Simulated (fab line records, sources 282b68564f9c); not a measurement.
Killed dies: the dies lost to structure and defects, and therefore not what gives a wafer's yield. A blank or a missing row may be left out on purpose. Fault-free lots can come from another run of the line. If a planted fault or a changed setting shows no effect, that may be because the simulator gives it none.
Which of the tools did it?	flow rit-cmos	14 lots, 42 wafers sampled, at 4 steps of a route of 202

== WHAT THE GAUGES READ, wafer by wafer ==
RIT_ACTIVE_CD_MEAS_11 targets a cd of 1400 nm.
lot	measured	on	cd-nm (nm)
L170	day 1 19:36	cd-sem-01	1399.9 1400.0 1398.7
L171	day 2 00:26	cd-sem-02	1400.5 1401.7 1402.1
L173	day 2 10:35	cd-sem-02	1399.5 1397.1 1398.4
L174	day 2 15:35	cd-sem-02	1398.5 1399.8 1400.5
L179	day 3 16:40	cd-sem-01	1400.2 1398.2 1400.0
L180	day 3 21:35	cd-sem-01	1399.4 1399.3 1400.5
L181	day 4 03:45	cd-sem-01	1399.5 1399.3 1398.0
L182	day 4 10:05	cd-sem-01	1400.3 1400.4 1400.5
L187	day 5 08:28	cd-sem-01	1404.6 1402.6 1404.0
L188	day 5 13:30	cd-sem-01	1393.2 1395.6 1394.0
L189	day 5 18:36	cd-sem-01	1397.9 1395.7 1395.7
L190	day 5 23:34	cd-sem-01	1397.3 1398.2 1396.1
L191	day 6 05:13	cd-sem-01	1397.4 1394.7 1395.5
L192	day 6 09:36	cd-sem-01	1401.1 1398.6 1400.5

RIT_PWELL_OVL_MEAS_06.
lot	measured	on	PWELL_OVL (nm)
L170	day 2 03:02	overlay-01	0.6 1.6 0.1
L171	day 2 07:58	overlay-01	0.8 0.5 0.7
L173	day 2 19:15	overlay-02	3.2 2.2 -0.2
L174	day 3 00:26	overlay-01	-0.2 -0.7 -2.5
L179	day 4 00:19	overlay-02	1.4 2.1 3.4
L180	day 4 06:19	overlay-02	1.9 1.0 0.7
L181	day 4 10:59	overlay-02	1.3 3.0 2.3
L182	day 4 19:01	overlay-01	-1.1 -1.0 -0.9
L187	day 5 16:11	overlay-02	0.6 0.4 1.0
L188	day 5 20:56	overlay-02	2.3 2.2 1.4
L189	day 6 03:04	overlay-01	2.1 1.2 1.8
L190	day 6 07:10	overlay-02	3.1 3.3 1.7
L191	day 6 13:37	overlay-02	1.3 1.6 1.9
L192	day 6 17:11	overlay-01	-1.3 0.2 0.7

RIT_NSD_OVL_MEAS_06.
lot	measured	on	NSD_OVL (nm)
L170	day 3 03:58	overlay-02	0.8 2.4 -0.8
L171	day 3 09:31	overlay-01	-2.0 -0.1 0.5
L173	day 3 20:29	overlay-02	-1.7 -1.7 0.3
L174	day 4 03:58	overlay-01	-0.4 -1.0 0.8
L179	day 5 00:56	overlay-02	-0.4 -3.2 -3.3
L180	day 5 07:02	overlay-01	0.0 -0.2 0.3
L187	day 6 18:04	overlay-02	-0.5 -0.4 0.6
L188	day 6 21:22	overlay-01	0.1 0.7 -3.1
L189	day 7 03:45	overlay-01	0.3 1.4 -0.2
L190	day 7 07:15	overlay-01	-0.7 -2.5 -2.7
L191	day 7 14:40	overlay-02	-0.3 -0.9 0.8
L192	day 7 19:07	overlay-01	0.0 1.2 1.1

== WHICH TOOL RAN EACH LOT (tool, then ch and the chambers of the sampled wafers, then the start) ==
lot	RIT_GATE_EXPOSE_13
L170	iline-stepper-02 ch 0, day 2 16:43
L171	iline-stepper-01 ch 0, day 2 21:20
L173	iline-stepper-02 ch 0, day 3 08:57
L174	iline-stepper-02 ch 0, day 3 16:31
L179	iline-stepper-02 ch 0, day 4 14:07
L180	iline-stepper-02 ch 0, day 4 19:33
L181	iline-stepper-02, day 5 00:20
L182	iline-stepper-02, day 5 09:37
L187	iline-stepper-02 ch 0, day 6 06:15
L188	iline-stepper-02 ch 0, day 6 10:52
L189	iline-stepper-02 ch 0, day 6 16:43
L190	iline-stepper-02 ch 0, day 6 20:40
L191	iline-stepper-01 ch 0, day 7 02:58
L192	iline-stepper-02 ch 0, day 7 08:09
- RIT_GATE_EXPOSE_13: exposes mask M6, target cd 150 nm.

== AS READ BY THE TOOLS THEMSELVES (means over the sampled wafers that have a number; for cases with no such wafer, the mark the record gives instead) ==
RIT_GATE_EXPOSE_13.
lot	tool	exposure-dose-mJ-cm2	focus-offset-nm (nm)
L170	iline-stepper-02	380.2	-0.3
L171	iline-stepper-01	380.1	-0.3
L173	iline-stepper-02	380.0	-0.5
L174	iline-stepper-02	380.0	0.0
L179	iline-stepper-02	379.5	-0.2
L180	iline-stepper-02	380.6	-0.2
L181	iline-stepper-02	-	-
L182	iline-stepper-02	-	-
L187	iline-stepper-02	380.3	0.3
L188	iline-stepper-02	380.1	0.7
L189	iline-stepper-02	380.1	-0.0
L190	iline-stepper-02	379.4	-0.4
L191	iline-stepper-01	380.2	-0.3
L192	iline-stepper-02	379.1	0.4

== THE ANSWER, worked out from the rows above alone ==
Rule: the lots themselves supply what counts as usual. Put in order of their means at a reading, lots are off if they are a third of the lots or fewer, leave a main group of 4 or more, and stand apart from it by a gap of 3 or more times the standard deviation of the main group's means; of several such gaps the widest counts. If all means in a main group match to the digits the tables above print for the reading, that group is not used. Also off: a lot with no number at a reading for which 4 or more lots have one. Where the step has rows for the other lots, those lots are counted as sound. Order of review: gauges by route order, followed by the tools' own readings, for which a lot's mean as printed above is used. The first step at which some lot is off is used, and at that step the reading that is off furthest; a lot without a number counts as furthest.
Off: L181, L182, at RIT_GATE_EXPOSE_13 (exposure-dose-mJ-cm2). Without a number there: L181, L182. The main group has a mean of 380.0 with a standard deviation of 0.4.
A tool fits if, at that step or a process step before it, it ran every lot that is off, and no sound lot after the first of them. No candidate that was tried fits.

== WHAT WAS PUT IN BY THE SIMULATOR ==
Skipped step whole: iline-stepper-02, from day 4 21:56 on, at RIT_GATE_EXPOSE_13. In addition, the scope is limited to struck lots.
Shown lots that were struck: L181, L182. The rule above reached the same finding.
